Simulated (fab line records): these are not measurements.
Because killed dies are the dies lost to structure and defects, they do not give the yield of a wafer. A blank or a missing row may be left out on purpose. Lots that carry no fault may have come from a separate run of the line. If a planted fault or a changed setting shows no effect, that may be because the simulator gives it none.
fab line records + flow rit-cmos
record
- lots=5
- wafers=15
- last-day=7
route steps=202 shown ACTIVE@14 FOX1@20 FOX2@23 NWELL@28 PWELL@39 WELLDRIVE@50 NRETRO@53 M1@202
lots with no fault: from the same line, run without faults
start-h: start of the lot's first displayed wafer, in hours after the record's first day + wait-h: time in hours since the lot's previous step + " repeats the value in the row above + L1.1+2: one row covering several wafers at once + - no value present, or no start provided + * or withheld: withheld + < > ~ a bound
route shown NAME@n: names a module that has steps shown in the file, with the first one's number in the route + usual: the fault-free wafers' mean and standard deviation + same: alike in all rows + chamber/n: place in a boat + sites: each site's reading + _std_site: the values' standard deviation + _edge_site: inner sites' mean taken away from outer sites' mean + radius-mm: for every site, how far away it sits from the centre of the wafer + mask NAME#n: copy n + behind: tool/chamber where the wafer was last shaped + hold: reason for holding the lot/hours on hold/outcome of the hold + device: which transistor (n, p or np) failed to switch + end of line: tests run on the same wafers once the route is complete + a step without rows: its recipe alone + killed: count of dies lost to structure and defects at first sort (not the wafer's yield) + map: dies across one wafer; x = killed, . = not, _ = none there
set.NAME: setting as actually run; set.NAME@STEP: the setting as run at that earlier step + model.NAME: the simulator's own value behind a step, which no gauge read
lots at selected steps of the route; one table per step, one row per wafer
services: when a tool's chamber went out of use (start-h, in hours from the record's first day, below 0 if earlier), for how many hours, and the reason
## steps
# step RIT_ACTIVE_ETCH_13
# recipe
- stop-on=SiO2
- chemistry=SF6
- target=Si3N4
- time-s=210
- over-etch-frac=0.4
- SF6_flow_sccm=200
- pressure-mtorr=260
- rf-w=125
- target-depth-a=2100
# usual
- drypump-motor-current-A=5.7/0.48
- oes-product-au=0.824/0.014
- throttle-valve-pct=7.52/0.13
| lot.wafer | tool        | chamber | start-h | wait-h | drypump-motor-current-A | oes-product-au | rf-hours-counter-h | throttle-valve-pct |
|-----------|-------------|---------|---------|--------|-------------------------|----------------|--------------------|--------------------|
| L817.2    | rie-diel-02 | 3       | 20.74   | 0.1    | 5.3                     | 0.838          | 131                | 7.64               |
| L817.5    | "           | 3       | "       | "      | 5.3                     | 0.842          | -                  | 7.63               |
| L817.6    | "           | 2       | "       | "      | 6.2                     | 0.836          | -                  | 7.51               |
| L819.1    | rie-diel-04 | 0       | 30.42   | 0.1    | 5.9                     | 0.826          | 123                | 7.59               |
| L819.2    | "           | 1       | "       | "      | 5.6                     | 0.827          | 3                  | 7.54               |
| L819.6    | "           | 1       | "       | "      | 5.6                     | 0.830          | -                  | 7.54               |
| L820.1    | rie-diel-04 | 3       | 35.38   | 0.1    | 6.5                     | 0.830          | 17                 | 7.65               |
| L820.3    | "           | 1       | "       | "      | 5.6                     | 0.831          | 3                  | 7.54               |
| L820.5    | "           | 2       | "       | "      | 5.5                     | 0.813          | -                  | 7.54               |
| L827.2    | rie-diel-04 | 0       | 71.15   | 0.1    | 5.9                     | 0.831          | 124                | 7.56               |
| L827.4    | "           | 2       | "       | "      | 5.5                     | 0.806          | 1                  | 7.56               |
| L827.6    | "           | 1       | "       | "      | 5.6                     | 0.828          | -                  | 7.54               |
| L836.2    | rie-diel-04 | 0       | 114.83  | 0.1    | 5.9                     | 0.835          | 125                | 7.59               |
| L836.3    | "           | 2       | "       | "      | 5.5                     | 0.808          | 2                  | 7.55               |
| L836.4    | "           | 3       | "       | "      | 6.5                     | 0.844          | 19                 | 7.63               |
# step RIT_ACTIVE_STRIP_14
# recipe
- chemistry=O2
- time-s=180
- resist=NOVOLAK
- platen-temp-c=withheld
- power-w=500
- pressure-mtorr=4000
- o2-flow-sccm=4000
# usual
- drypump-motor-current-A=5.6/0.39
| lot.wafer | tool            | chamber | start-h | wait-h | drypump-motor-current-A | rf-hours-counter-h |
|-----------|-----------------|---------|---------|--------|-------------------------|--------------------|
| L817.2    | plasma-asher-03 | 0       | 20.87   | 0.1    | 5.0                     | 41                 |
| L817.5    | "               | 1       | "       | "      | 5.9                     | -                  |
| L817.6    | "               | 0       | "       | "      | 5.0                     | -                  |
| L819.1    | plasma-asher-03 | 1       | 30.55   | 0.1    | 5.9                     | 42                 |
| L819.2    | "               | 0       | "       | "      | 4.9                     | 42                 |
| L819.6    | "               | 1       | "       | "      | 5.9                     | -                  |
| L820.1    | plasma-asher-02 | 0       | 35.51   | 0.1    | 5.9                     | 38                 |
| L820.3    | "               | 1       | "       | "      | 6.0                     | -                  |
| L820.5    | "               | 1       | "       | "      | 6.0                     | -                  |
| L827.2    | plasma-asher-02 | 1       | 71.28   | 0.1    | 6.0                     | 42                 |
| L827.4    | "               | 0       | "       | "      | 5.9                     | -                  |
| L827.6    | "               | 0       | "       | "      | 5.9                     | -                  |
| L836.2    | plasma-asher-04 | 1       | 114.97  | 0.1    | 5.5                     | 27                 |
| L836.3    | "               | 1       | "       | "      | 5.5                     | -                  |
| L836.4    | "               | 0       | "       | "      | 5.5                     | -                  |
# step RIT_ACTIVE_CD_MEAS_90
# recipe
- target-cd-nm=1400
# usual
- cd-nm=1399.6/2.2
| lot.wafer | tool      | chamber | start-h | wait-h | cd-nm  |
|-----------|-----------|---------|---------|--------|--------|
| L817.2    | cd-sem-02 | -       | 21.07   | 0.1    | 1399.2 |
| L817.5    | "         | -       | "       | "      | 1398.5 |
| L817.6    | "         | -       | "       | "      | 1397.2 |
| L819.1    | cd-sem-02 | -       | 30.73   | 0.1    | 1402.3 |
| L819.2    | "         | -       | "       | "      | 1400.7 |
| L819.6    | "         | -       | "       | "      | 1400.2 |
| L820.1    | cd-sem-02 | -       | 35.69   | 0.1    | 1400.7 |
| L820.3    | "         | -       | "       | "      | 1402.9 |
| L820.5    | "         | -       | "       | "      | 1403.7 |
| L827.2    | cd-sem-02 | -       | 71.48   | 0.1    | 1396.1 |
| L827.4    | "         | -       | "       | "      | 1399.5 |
| L827.6    | "         | -       | "       | "      | 1397.1 |
| L836.2    | cd-sem-01 | -       | 115.16  | 0.1    | 1398.3 |
| L836.3    | "         | -       | "       | "      | 1398.9 |
| L836.4    | "         | -       | "       | "      | 1400.8 |
# step RIT_ACTIVE_CLEAN_15
# recipe
- chemistry=SC1
- mix=3:3:50
- time-s=600
- temp-c=75
# step RIT_ACTIVE_CLEAN_16
# recipe
- chemistry=dHF
- dilution=50:1
- time-s=30
# step RIT_ACTIVE_CLEAN_17
# recipe
- chemistry=SC2
- mix=3:3:50
- time-s=600
- temp-c=75
- dry=n2-spin
# step RIT_FOX1_OXIDATION_00
# recipe
- temp-c=1100
- ambient=H2O
- target-thk-a=3507
- p-h2o-torr=720
- ox-time-s=1130
# step RIT_FOX1_THK_MEAS_01
# recipe
- reads=SiO2_of_FOX1_OXIDATION_00
# usual
- FOX1_OXIDE_THK=353/8.4
| lot.wafer | tool          | chamber | start-h | wait-h | FOX1_OXIDE_THK[nm] |
|-----------|---------------|---------|---------|--------|--------------------|
| L817.2    | film-metro-01 | -       | 23.38   | 0.0    | 357                |
| L817.5    | "             | -       | "       | "      | 355                |
| L817.6    | "             | -       | "       | "      | 367                |
| L819.1    | film-metro-01 | -       | 34.16   | 0.0    | 360                |
| L819.2    | "             | -       | "       | "      | 359                |
| L819.6    | "             | -       | "       | "      | 355                |
| L820.1    | film-metro-03 | -       | 38.22   | 0.0    | 364                |
| L820.3    | "             | -       | "       | "      | 355                |
| L820.5    | "             | -       | "       | "      | 356                |
| L827.2    | film-metro-03 | -       | 73.90   | 0.0    | 359                |
| L827.4    | "             | -       | "       | "      | 356                |
| L827.6    | "             | -       | "       | "      | 363                |
| L836.2    | film-metro-01 | -       | 118.58  | 0.0    | 362                |
| L836.3    | "             | -       | "       | "      | 365                |
| L836.4    | "             | -       | "       | "      | 368                |
# step RIT_FOX1_WET_ETCH_02
# recipe
- chemistry=BOE
- target-depth-nm=350
- time-s=390
- temp-c=21.5
- dry=n2-spin
- dilution=10:1
- target=SiO2
# step RIT_FOX2_OXIDATION_00
# recipe
- temp-c=1100
- ambient=H2O
- target-thk-a=3507
- p-h2o-torr=720
- ox-time-s=1130
# step RIT_FOX2_THK_MEAS_01
# recipe
- reads=SiO2_of_FOX2_OXIDATION_00
# usual
- FOX2_OXIDE_THK=350/8.2
| lot.wafer | tool          | chamber | start-h | wait-h | FOX2_OXIDE_THK[nm] |
|-----------|---------------|---------|---------|--------|--------------------|
| L817.2    | film-metro-01 | -       | 25.05   | 0.0    | 349                |
| L817.5    | "             | -       | "       | "      | 356                |
| L817.6    | "             | -       | "       | "      | 354                |
| L819.1    | film-metro-01 | -       | 36.66   | 0.0    | 346                |
| L819.2    | "             | -       | "       | "      | 345                |
| L819.6    | "             | -       | "       | "      | 350                |
| L820.1    | film-metro-01 | -       | 39.71   | 0.0    | 360                |
| L820.3    | "             | -       | "       | "      | 364                |
| L820.5    | "             | -       | "       | "      | 358                |
| L827.2    | film-metro-04 | -       | 76.16   | 0.0    | 343                |
| L827.4    | "             | -       | "       | "      | 338                |
| L827.6    | "             | -       | "       | "      | 336                |
| L836.2    | film-metro-01 | -       | 121.02  | 0.0    | 340                |
| L836.3    | "             | -       | "       | "      | 342                |
| L836.4    | "             | -       | "       | "      | 347                |
# step RIT_FOX2_CLEAN_02
# recipe
- chemistry=dHF
- dilution=50:1
- time-s=180
# step RIT_FOX2_WET_ETCH_03
# recipe
- chemistry=H3PO4
- target=Si3N4
- target-depth-nm=195
- temp-c=165
- time-s=2700
| lot.wafer  | tool         | chamber | start-h | wait-h |
|------------|--------------|---------|---------|--------|
| L817.2+5+6 | wet-bench-04 | 3       | 25.16   | 0.0    |
| L819.1+2+6 | wet-bench-03 | 0       | 36.78   | 0.0    |
| L820.1+3+5 | wet-bench-04 | 3       | 39.83   | 0.0    |
| L827.2+4+6 | wet-bench-04 | 3       | 76.27   | 0.0    |
| L836.2+3+4 | wet-bench-02 | 1       | 121.13  | 0.0    |
# step RIT_FOX2_THK_MEAS_90
# recipe
- reads=SiO2_of_FOX2_OXIDATION_00
# usual
- FIELD_OXIDE_LEFT_1_THK=323/8.2
| lot.wafer | tool          | chamber | start-h | wait-h | FIELD_OXIDE_LEFT_1_THK[nm] |
|-----------|---------------|---------|---------|--------|----------------------------|
| L817.2    | film-metro-03 | -       | 25.93   | 0.0    | 322                        |
| L817.5    | "             | -       | "       | "      | 330                        |
| L817.6    | "             | -       | "       | "      | 326                        |
| L819.1    | film-metro-01 | -       | 37.53   | 0.0    | 319                        |
| L819.2    | "             | -       | "       | "      | 318                        |
| L819.6    | "             | -       | "       | "      | 323                        |
| L820.1    | film-metro-04 | -       | 40.66   | 0.0    | 332                        |
| L820.3    | "             | -       | "       | "      | 337                        |
| L820.5    | "             | -       | "       | "      | 331                        |
| L827.2    | film-metro-03 | -       | 77.04   | 0.0    | 316                        |
| L827.4    | "             | -       | "       | "      | 311                        |
| L827.6    | "             | -       | "       | "      | 309                        |
| L836.2    | film-metro-03 | -       | 121.90  | 0.0    | 313                        |
| L836.3    | "             | -       | "       | "      | 314                        |
| L836.4    | "             | -       | "       | "      | 320                        |
# step RIT_NWELL_HMDS_00
# recipe
- prime-time-s=60
- prime-temp-c=140
# step RIT_NWELL_COAT_01
# recipe
- resist=NOVOLAK
- spin-rpm=2000
- resist-thk-nm=1300
# step RIT_NWELL_SOFTBAKE_02
# recipe
- resist=NOVOLAK
- temp-c=90
- time-s=60
# step RIT_NWELL_EXPOSE_03
# recipe
- mask-id=M2
- na=0.57
- target-cd-nm=43900
- dose-mj=250
# step RIT_NWELL_PEB_04
# recipe
- resist=NOVOLAK
- temp-c=withheld
- time-s=withheld
# step RIT_NWELL_DEVELOP_05
# recipe
- resist=NOVOLAK
- develop-time-s=68
- dev-temp-c=23.68
# step RIT_NWELL_OVL_MEAS_06
# usual
- NWELL_OVL=-0.8/1.2
| lot.wafer | tool       | chamber | start-h | wait-h | NWELL_OVL[nm] |
|-----------|------------|---------|---------|--------|---------------|
| L817.2    | overlay-01 | -       | 27.39   | -      | 1.5           |
| L817.5    | "          | -       | "       | "      | 0.8           |
| L817.6    | "          | -       | "       | "      | -0.7          |
| L819.1    | overlay-01 | -       | 38.60   | -      | -2.5          |
| L819.2    | "          | -       | "       | "      | -2.2          |
| L819.6    | "          | -       | "       | "      | -1.5          |
| L820.1    | overlay-02 | -       | 41.88   | -      | -1.5          |
| L820.3    | "          | -       | "       | "      | -2.5          |
| L820.5    | "          | -       | "       | "      | -2.2          |
| L827.2    | overlay-01 | -       | 77.98   | -      | -1.7          |
| L827.4    | "          | -       | "       | "      | -2.1          |
| L827.6    | "          | -       | "       | "      | -3.4          |
| L836.2    | overlay-02 | -       | 122.98  | -      | -0.7          |
| L836.3    | "          | -       | "       | "      | -0.3          |
| L836.4    | "          | -       | "       | "      | -0.1          |
# step RIT_NWELL_HARDBAKE_07
# recipe
- resist=NOVOLAK
- temp-c=140
- time-s=120
# step RIT_NWELL_IMPLANT_08
# recipe
- species=P
- energy-kev=170
- dose-cm2=5e+13
- tilt-deg=7
# step RIT_NWELL_STRIP_09
# recipe
- chemistry=O2
- time-s=180
- resist=NOVOLAK
- platen-temp-c=withheld
- power-w=500
- pressure-mtorr=4000
- o2-flow-sccm=4000
# usual
- drypump-motor-current-A=5.3/0.41
| lot.wafer | tool            | chamber | start-h | wait-h | drypump-motor-current-A | rf-hours-counter-h |
|-----------|-----------------|---------|---------|--------|-------------------------|--------------------|
| L817.2    | plasma-asher-03 | 1       | 27.82   | 0.1    | 6.0                     | 41                 |
| L817.5    | "               | 1       | "       | "      | 5.9                     | -                  |
| L817.6    | "               | 0       | "       | "      | 5.0                     | -                  |
| L819.1    | plasma-asher-04 | 0       | 39.04   | 0.1    | 5.5                     | 20                 |
| L819.2    | "               | 1       | "       | "      | 5.5                     | 20                 |
| L819.6    | "               | 0       | "       | "      | 5.5                     | -                  |
| L820.1    | plasma-asher-03 | 1       | 42.32   | 0.1    | 5.9                     | 43                 |
| L820.3    | "               | 1       | "       | "      | 5.9                     | -                  |
| L820.5    | "               | 0       | "       | "      | 5.0                     | -                  |
| L827.2    | plasma-asher-03 | 1       | 78.41   | 0.1    | 6.0                     | 45                 |
| L827.4    | "               | 0       | "       | "      | 5.0                     | -                  |
| L827.6    | "               | 1       | "       | "      | 5.9                     | -                  |
| L836.2    | plasma-asher-04 | 0       | 123.57  | 0.1    | 5.5                     | 28                 |
| L836.3    | "               | 0       | "       | "      | 5.6                     | -                  |
| L836.4    | "               | 1       | "       | "      | 5.5                     | -                  |
# step RIT_NWELL_TW_MEAS_10
# usual
- NWELL_TW=2136/28
| lot.wafer | tool          | chamber | start-h | wait-h | NWELL_TW |
|-----------|---------------|---------|---------|--------|----------|
| L817.2    | film-metro-02 | -       | 28.00   | 0.1    | 2158     |
| L817.5    | "             | -       | "       | "      | 2146     |
| L817.6    | "             | -       | "       | "      | 2159     |
| L819.1    | film-metro-01 | -       | 39.21   | 0.1    | 2079     |
| L819.2    | "             | -       | "       | "      | 2077     |
| L819.6    | "             | -       | "       | "      | 2083     |
| L820.1    | film-metro-02 | -       | 42.50   | 0.1    | 2137     |
| L820.3    | "             | -       | "       | "      | 2133     |
| L820.5    | "             | -       | "       | "      | 2136     |
| L827.2    | film-metro-04 | -       | 78.59   | 0.1    | 2149     |
| L827.4    | "             | -       | "       | "      | 2143     |
| L827.6    | "             | -       | "       | "      | 2153     |
| L836.2    | film-metro-01 | -       | 123.76  | 0.1    | 2106     |
| L836.3    | "             | -       | "       | "      | 2077     |
| L836.4    | "             | -       | "       | "      | 2098     |
# step RIT_PWELL_HMDS_00
# recipe
- prime-time-s=60
- prime-temp-c=140
# step RIT_PWELL_COAT_01
# recipe
- resist=NOVOLAK
- spin-rpm=2000
- resist-thk-nm=1300
# step RIT_PWELL_SOFTBAKE_02
# recipe
- resist=NOVOLAK
- temp-c=90
- time-s=60
# step RIT_PWELL_EXPOSE_03
# recipe
- mask-id=M3
- na=0.57
- target-cd-nm=43700
- dose-mj=250
# step RIT_PWELL_PEB_04
# recipe
- resist=NOVOLAK
- temp-c=withheld
- time-s=withheld
# step RIT_PWELL_DEVELOP_05
# recipe
- resist=NOVOLAK
- develop-time-s=68
- dev-temp-c=23
# step RIT_PWELL_OVL_MEAS_06
# usual
- PWELL_OVL=0.0/1.4
| lot.wafer | tool       | chamber | start-h | wait-h | PWELL_OVL[nm] |
|-----------|------------|---------|---------|--------|---------------|
| L817.2    | overlay-01 | -       | 29.04   | -      | -1.8          |
| L817.5    | "          | -       | "       | "      | -1.9          |
| L817.6    | "          | -       | "       | "      | -1.5          |
| L819.1    | overlay-01 | -       | 40.56   | -      | 1.5           |
| L819.2    | "          | -       | "       | "      | 0.6           |
| L819.6    | "          | -       | "       | "      | 2.6           |
| L820.1    | overlay-01 | -       | 43.56   | -      | -1.4          |
| L820.3    | "          | -       | "       | "      | -1.2          |
| L820.5    | "          | -       | "       | "      | 1.1           |
| L827.2    | overlay-02 | -       | 79.65   | -      | 0.7           |
| L827.4    | "          | -       | "       | "      | 1.2           |
| L827.6    | "          | -       | "       | "      | -0.1          |
| L836.2    | overlay-01 | -       | 124.82  | -      | -0.5          |
| L836.3    | "          | -       | "       | "      | -1.3          |
| L836.4    | "          | -       | "       | "      | -0.5          |
# step RIT_PWELL_HARDBAKE_07
# recipe
- resist=NOVOLAK
- temp-c=140
- time-s=120
# step RIT_PWELL_IMPLANT_08
# recipe
- species=B
- energy-kev=170
- dose-cm2=7e+13
- tilt-deg=7
# step RIT_PWELL_STRIP_09
# recipe
- chemistry=O2
- time-s=180
- resist=NOVOLAK
- platen-temp-c=withheld
- power-w=500
- pressure-mtorr=4000
- o2-flow-sccm=3934
# usual
- drypump-motor-current-A=5.3/0.45
| lot.wafer | tool            | chamber | start-h | wait-h | drypump-motor-current-A | rf-hours-counter-h |
|-----------|-----------------|---------|---------|--------|-------------------------|--------------------|
| L817.2    | plasma-asher-01 | 1       | 29.47   | 0.1    | 4.8                     | 40                 |
| L817.5    | "               | 1       | "       | "      | 4.8                     | -                  |
| L817.6    | "               | 0       | "       | "      | 5.4                     | -                  |
| L819.1    | plasma-asher-01 | 1       | 41.25   | 0.1    | 4.8                     | 41                 |
| L819.2    | "               | 0       | "       | "      | 5.4                     | 41                 |
| L819.6    | "               | 0       | "       | "      | 5.4                     | -                  |
| L820.1    | plasma-asher-03 | 0       | 44.00   | 0.1    | 4.9                     | 43                 |
| L820.3    | "               | 1       | "       | "      | 5.9                     | -                  |
| L820.5    | "               | 1       | "       | "      | 5.9                     | -                  |
| L827.2    | plasma-asher-01 | 0       | 80.08   | 0.1    | 5.4                     | 46                 |
| L827.4    | "               | 0       | "       | "      | 5.4                     | -                  |
| L827.6    | "               | 0       | "       | "      | 5.4                     | -                  |
| L836.2    | plasma-asher-01 | 1       | 125.25  | 0.1    | 4.8                     | 52                 |
| L836.3    | "               | 0       | "       | "      | 5.4                     | -                  |
| L836.4    | "               | 1       | "       | "      | 4.8                     | -                  |
# step RIT_PWELL_TW_MEAS_10
# usual
- PWELL_TW=946/9.8
| lot.wafer | tool          | chamber | start-h | wait-h | PWELL_TW |
|-----------|---------------|---------|---------|--------|----------|
| L817.2    | film-metro-02 | -       | 29.66   | 0.1    | 946      |
| L817.5    | "             | -       | "       | "      | 950      |
| L817.6    | "             | -       | "       | "      | 946      |
| L819.1    | film-metro-04 | -       | 41.42   | 0.1    | 957      |
| L819.2    | "             | -       | "       | "      | 955      |
| L819.6    | "             | -       | "       | "      | 956      |
| L820.1    | film-metro-02 | -       | 44.17   | 0.1    | 948      |
| L820.3    | "             | -       | "       | "      | 954      |
| L820.5    | "             | -       | "       | "      | 953      |
| L827.2    | film-metro-04 | -       | 80.27   | 0.1    | 953      |
| L827.4    | "             | -       | "       | "      | 958      |
| L827.6    | "             | -       | "       | "      | 960      |
| L836.2    | film-metro-01 | -       | 125.44  | 0.1    | 931      |
| L836.3    | "             | -       | "       | "      | 938      |
| L836.4    | "             | -       | "       | "      | 931      |
# step RIT_WELLDRIVE_ANNEAL_00
# recipe
- temp-c=1100
- time-s=14700
- ambient=N2
# step RIT_WELLDRIVE_RS_MEAS_01
# recipe
- thk-meas-gauge=four-point-probe
# usual
- NWELL_RS=275.4/0.82
| lot.wafer | tool          | chamber | start-h | wait-h | NWELL_RS[ohm/sq] |
|-----------|---------------|---------|---------|--------|------------------|
| L817.2    | film-metro-02 | -       | 35.36   | 0.0    | 273.6            |
| L817.5    | "             | -       | "       | "      | 273.6            |
| L817.6    | "             | -       | "       | "      | 273.8            |
| L819.1    | film-metro-02 | -       | 46.56   | 0.0    | 277.1            |
| L819.2    | "             | -       | "       | "      | 276.6            |
| L819.6    | "             | -       | "       | "      | 276.4            |
| L820.1    | film-metro-04 | -       | 49.53   | 0.0    | 276.6            |
| L820.3    | "             | -       | "       | "      | 275.8            |
| L820.5    | "             | -       | "       | "      | 277.2            |
| L827.2    | film-metro-04 | -       | 86.34   | 0.0    | 275.9            |
| L827.4    | "             | -       | "       | "      | 277.0            |
| L827.6    | "             | -       | "       | "      | 275.9            |
| L836.2    | film-metro-02 | -       | 130.59  | 0.0    | 274.3            |
| L836.3    | "             | -       | "       | "      | 276.3            |
| L836.4    | "             | -       | "       | "      | 275.2            |
# step RIT_WELLDRIVE_RS_MEAS_02
# recipe
- thk-meas-gauge=four-point-probe
# usual
- PWELL_RS=429.1/1.3
| lot.wafer | tool          | chamber | start-h | wait-h | PWELL_RS[ohm/sq] |
|-----------|---------------|---------|---------|--------|------------------|
| L817.2    | film-metro-02 | -       | 35.48   | 0.1    | 430.5            |
| L817.5    | "             | -       | "       | "      | 430.2            |
| L817.6    | "             | -       | "       | "      | 430.5            |
| L819.1    | film-metro-02 | -       | 46.68   | 0.1    | 428.5            |
| L819.2    | "             | -       | "       | "      | 427.8            |
| L819.6    | "             | -       | "       | "      | 427.2            |
| L820.1    | film-metro-04 | -       | 49.65   | 0.1    | 427.8            |
| L820.3    | "             | -       | "       | "      | 428.0            |
| L820.5    | "             | -       | "       | "      | 428.1            |
| L827.2    | film-metro-04 | -       | 86.46   | 0.1    | 429.5            |
| L827.4    | "             | -       | "       | "      | 429.2            |
| L827.6    | "             | -       | "       | "      | 428.0            |
| L836.2    | film-metro-02 | -       | 130.71  | 0.1    | 429.5            |
| L836.3    | "             | -       | "       | "      | 427.2            |
| L836.4    | "             | -       | "       | "      | 428.5            |
# step RIT_NRETRO_HMDS_00
# recipe
- prime-time-s=60
- prime-temp-c=140
# step RIT_NRETRO_COAT_01
# recipe
- resist=NOVOLAK
- spin-rpm=2000
- resist-thk-nm=1300
# step RIT_NRETRO_SOFTBAKE_02
# recipe
- resist=NOVOLAK
- temp-c=90
- time-s=60
# step RIT_M1_PROBE_99
# usual
- killed-at-contacts=0.0/0.2
- killed-at-front-end=6.6/2.9
- killed-dies=6.6/3
- killed-on-rim=1.7/1.4
- killed-open=3.4/2
- killed-short=3.2/2
# same
- gross-dies=264
- killed_at_M0_to_M3=0
- killed_at_M4_up=0
- killed-at-back-side=0
- killed-at-other=0
| lot.wafer | tool      | chamber | start-h | wait-h | killed-at-contacts | killed-at-front-end | killed-dies | killed-on-rim | killed-open | killed-short |
|-----------|-----------|---------|---------|--------|--------------------|---------------------|-------------|---------------|-------------|--------------|
| L820.1    | prober-02 | -       | 78.77   | 0.1    | 0                  | 5                   | 5           | 0             | 2           | 3            |
| L820.3    | prober-02 | -       | 78.87   | 0.2    | 0                  | 4                   | 4           | 1             | 3           | 1            |
| L820.5    | prober-02 | -       | 78.97   | 0.2    | 0                  | 7                   | 7           | 2             | 2           | 5            |
| L827.2    | prober-01 | -       | 117.70  | 0.1    | 0                  | 21                  | 21          | 10            | 1           | 1            |
| L827.4    | prober-01 | -       | 117.80  | 0.2    | 1                  | 24                  | 25          | 11            | 5           | 1            |
| L827.6    | prober-01 | -       | 117.90  | 0.2    | 0                  | 25                  | 25          | 10            | 5           | 1            |
# killed by level:class
L820.1 GATE:geometric-particle:short=2 FOX1:geometric-particle:short=1 GATE:geometric-particle:open=1 REOX:geometric-particle:open=1
L820.3 FOX2:geometric-particle:open=2 ACTIVE:geometric-particle:short=1 GATE:geometric-particle:open=1
L820.5 GATE:geometric-particle:short=2 FOX1:geometric-particle:short=1 FOX2:geometric-particle:open=1 GATE:geometric-particle:open=1 SPACER:geometric-particle:short=1 SILICIDE:geometric-particle:short=1
L827.2 FOX2:unspecified=19 FOX2:geometric-particle:open=1 REOX:geometric-particle:short=1
L827.4 FOX2:unspecified=19 REOX:geometric-particle:open=2 FOX1:geometric-particle:short=1 SPACER:geometric-particle:open=1 SILICIDE:geometric-particle:open=1 CONTACT:geometric-particle:open=1
L827.6 FOX2:unspecified=19 GATE:geometric-particle:open=2 SILICIDE:geometric-particle:open=2 ACTIVE:geometric-particle:open=1 GATE:geometric-particle:short=1
# map L827.4 (x killed, . not)
________......._______
_____xxxx.........____
____xxxx...........___
___xxxxx........x...__
__x.xxxx............._
__...x..............._
_.....................
_.....................
_.....................
_.....................
__.........x........._
__..................._
___x..........x...x.__
____.........x.....___
_____.............____
________......._______
# map L817.6 (x killed, . not)
________......._______
_____.............____
____...............___
___...........x.x...__
__..................x_
__..................._
_........x............
_..x..................
_.....................
_.....................
__..................._
__..................._
___........x........__
____...............___
_____.......x.....____
________......._______
## services
| tool            | chamber | start-h | hours | kind       |
|-----------------|---------|---------|-------|------------|
| plasma-asher-01 | -       | -1.62   | 14.6  | pm         |
| rie-diel-04     | 3       | 14.88   | 6.9   | repair     |
| rie-diel-04     | -       | 19.45   | 2.5   | repair     |
| plasma-asher-04 | -       | 33.20   | 1.2   | repair     |
| plasma-asher-02 | -       | 43.47   | 2.2   | repair     |
| rie-diel-04     | -       | 46.44   | 2.8   | pm         |
| wet-bench-03    | -       | 67.34   | 3.2   | repair     |
| plasma-asher-03 | -       | 68.20   | 8.0   | repair     |
| plasma-asher-04 | -       | 69.16   | 10.0  | pm         |
| plasma-asher-01 | -       | 90.33   | 1.3   | repair     |
| plasma-asher-04 | -       | 95.39   | 2.0   | repair     |
| plasma-asher-02 | -       | 108.75  | 9.0   | pm         |
| plasma-asher-02 | 0       | 108.75  | 9.0   | vent-cycle |
| plasma-asher-02 | 1       | 108.75  | 9.0   | vent-cycle |
| plasma-asher-02 | 0       | 117.75  | -     | clean      |
| plasma-asher-02 | 1       | 117.75  | -     | clean      |
## key
first-sign
- step=RIT_M1_PROBE_99
- reading=killed-dies
- direction=up
- sigmas=5.7
- usual=6.6
- struck=23.7
effect
- step=RIT_M1_PROBE_99
- reading=killed-at-front-end
- direction=up
- sigmas=5.7
- usual=6.6
- struck=23.3
met-at RIT_FOX2_WET_ETCH_03
struck-wafers L827.2,L827.4,L827.6
tester-left-out L827
onset-between 39.83 76.27
also-fits RIT_ACTIVE_STRIP_14:plasma-asher-02,RIT_NWELL_STRIP_09:plasma-asher-03
fault
- kind=chamber-particle-source
- tool=wet-bench-04
- chamber=3
- onset-h=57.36
- steps=RIT_FOX2_WET_ETCH_03
- rate-per-visit-cm2=0.41013
- end-h=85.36
# tester-left-out: of these lots the tester's yield and bins aren't shown, on N5 and GAA mostly nor the transistor test; their killed dies are dies lost to structure and defects alone, not to doping, threshold or leakage, so they don't give the yield
